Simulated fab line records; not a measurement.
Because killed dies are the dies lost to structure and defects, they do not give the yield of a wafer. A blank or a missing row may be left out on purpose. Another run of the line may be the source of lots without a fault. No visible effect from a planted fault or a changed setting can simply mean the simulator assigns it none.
Split-lot study | flow berkeleyCmos170 | 5 lots, 27 wafers read, on a route of 331 steps

== SPLIT DETAILS ==
At UCB170_M2_DEVELOP_14 (develop time 45 s), the setting developTimeS was moved away from the recipe's 45 s on 6 of the 27 wafers read, by -32.8% to -18.8%. This setting was run at the recipe's value on the other wafers.

The file shows no step between the split and the reading.

== THE READING ==
Shown in nm: cdNm at UCB170_M2_CD_MEAS_15, with target cd 700 nm. Typical for fault-free wafers on this fab line: 700.1 nm, with standard deviation 1.2 nm.

wafer  | tool, chamber at the split | developTimeS as run, s | against the recipe | cdNm, nm | against lot-mates on the recipe
L078.1 | lithoTrack-02, 0           | 45                     | recipe             | 700.0    | -
L078.2 | lithoTrack-02, 0           | 45                     | recipe             | 700.5    | -
L078.3 | lithoTrack-02, 0           | 45                     | recipe             | 700.4    | -
L078.4 | lithoTrack-02, 0           | 45                     | recipe             | 699.4    | -
L078.5 | lithoTrack-02, 0           | 45                     | recipe             | 700.5    | -
L078.6 | lithoTrack-02, 0           | 45                     | recipe             | 700.0    | -
L081.1 | lithoTrack-02, 0           | 45                     | recipe             | 700.5    | -
L081.2 | lithoTrack-02, 0           | 45                     | recipe             | 700.4    | -
L081.4 | lithoTrack-02, 0           | 45                     | recipe             | 700.0    | -
L077.1 | lithoTrack-03, 0           | 36.55                  | -18.8%             | 700.6    | +2.1
L077.2 | lithoTrack-03, 0           | 45                     | recipe             | 698.8    | -
L077.3 | lithoTrack-03, 0           | 45                     | recipe             | 698.2    | -
L077.4 | lithoTrack-03, 0           | 36.55                  | -18.8%             | 700.5    | +2.0
L077.5 | lithoTrack-03, 0           | 36.55                  | -18.8%             | 701.7    | +3.2
L077.6 | lithoTrack-03, 0           | 45                     | recipe             | 698.4    | -
L083.1 | lithoTrack-03, 0           | 30.22                  | -32.8%             | 702.2    | +2.2
L083.2 | lithoTrack-03, 0           | 30.22                  | -32.8%             | 702.6    | +2.6
L083.3 | lithoTrack-03, 0           | 45                     | recipe             | 700.4    | -
L083.4 | lithoTrack-03, 0           | 30.22                  | -32.8%             | 702.2    | +2.2
L083.5 | lithoTrack-03, 0           | 45                     | recipe             | 700.1    | -
L083.6 | lithoTrack-03, 0           | 45                     | recipe             | 699.5    | -
L084.1 | lithoTrack-03, 0           | 45                     | recipe             | 701.2    | -
L084.2 | lithoTrack-03, 0           | 45                     | recipe             | 700.8    | -
L084.3 | lithoTrack-03, 0           | 45                     | recipe             | 700.8    | -
L084.4 | lithoTrack-03, 0           | 45                     | recipe             | 701.2    | -
L084.5 | lithoTrack-03, 0           | 45                     | recipe             | 701.7    | -
L084.6 | lithoTrack-03, 0           | 45                     | recipe             | 700.8    | -

FIT RESULTS
A straight line over all 27 wafers: cdNm changes by -0.0604 nm for each +1% of developTimeS; r = -0.64; the points scatter about the line by 0.84 nm.
The same after taking each lot's own level away (the mean of its wafers on the recipe; 27 wafers): -0.0841 nm for each +1%; r = -0.89; scatter 0.5 nm.
The reading moves by 2.8 nm for the largest change in developTimeS, on that fit.
From 698.47 to 701.08 nm: that is the span of the lots' own levels, equal to 2.2 times the standard deviation above.
So the lot-to-lot level blurs the effect unless lot-mates are compared.
Check: with one of the wafers moved furthest among these (-32.8%) left out of the fit, the line predicts +3.02 nm for it against its lot-mates. Against them it came out at +2.2 nm.

== ADDITIONAL SPLITS CARRIED BY THESE WAFERS ==
Note: prior to the reading, these wafers also went through further splits. Each is held against what the fit with the lots' levels taken away leaves over:
other split on the same wafers    | wafers away from the commonest value | r with cdNm (lot level and that fit taken away)
UCB170_NWELL_ETCH_13 timeS        | 12                                   | +0.12
UCB170_SACOX_OXIDATION_01 oxTimeS | 12                                   | -0.47
UCB170_SPACER_CVD_00 timeS        | 12                                   | +0.14
UCB170_M1_SPUTTER_00 timeS        | 9                                    | -0.37
UCB170_V1_DEVELOP_11 developTimeS | 9                                    | -0.18

== THE FILE'S OWN FIT ==
cdNm changes by -0.086 nm for each +1% of developTimeS, r = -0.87.
